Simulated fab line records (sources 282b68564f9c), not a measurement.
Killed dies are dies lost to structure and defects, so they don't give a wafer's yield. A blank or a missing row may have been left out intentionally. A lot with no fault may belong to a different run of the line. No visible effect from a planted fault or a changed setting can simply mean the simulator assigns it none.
Chamber matching -- flow rit cmos -- 4 sister chambers for RIT_GATE_ETCH_19 on rie si-01
The step etches poly-Si in SF6/CHF3/O2, stops on SiO2, time 165 s, target depth 312.5 nm. 4 wafers are shown with their chamber, then 7 later ones without.

== WAFERS PAIRED WITH THEIR CHAMBERS ==
wafer,chamber,throttle valve pct (%)
L185.6,1,10.50
L187.5,3,10.20
L189.3,0,10.18
L189.4,2,10.32

== WAFERS MISSING THEIR CHAMBER ==
wafer,throttle valve pct (%)
L189.5,10.17
L193.2,10.23
L193.4,10.17
L193.5,10.51
L201.1,10.48
L201.3,10.22
L201.5,10.32

== THE CHAMBER EACH PASSED THROUGH ==
wafer,from the rows above,in truth
L189.5,can't be placed: 0 or 3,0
L193.2,can't be placed: 3 or 0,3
L193.4,can't be placed: 0 or 3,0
L193.5,1,1
L201.1,1,1
L201.3,can't be placed: 3 or 0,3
L201.5,2,2
Correctly placed: 3 of 7. These rows do not allow placing 4 (true chamber among the candidates in 4). Wrongly placed: 0.
How it was worked out, from the rows above alone: a wafer's distance from a chamber is the root of the sum, over the readings, of the square of ((its reading less the chamber's mean) divided by the reading's scatter). If the next closest chamber is less than 2 further off than the closest, the wafer can't be placed; otherwise it belongs to the closest. The mean given for a chamber averages the wafers shown for that chamber. The scatter (one wafer shown for each chamber): square how far every hidden wafer sits from the nearest shown wafer, average those squares and take the square root.
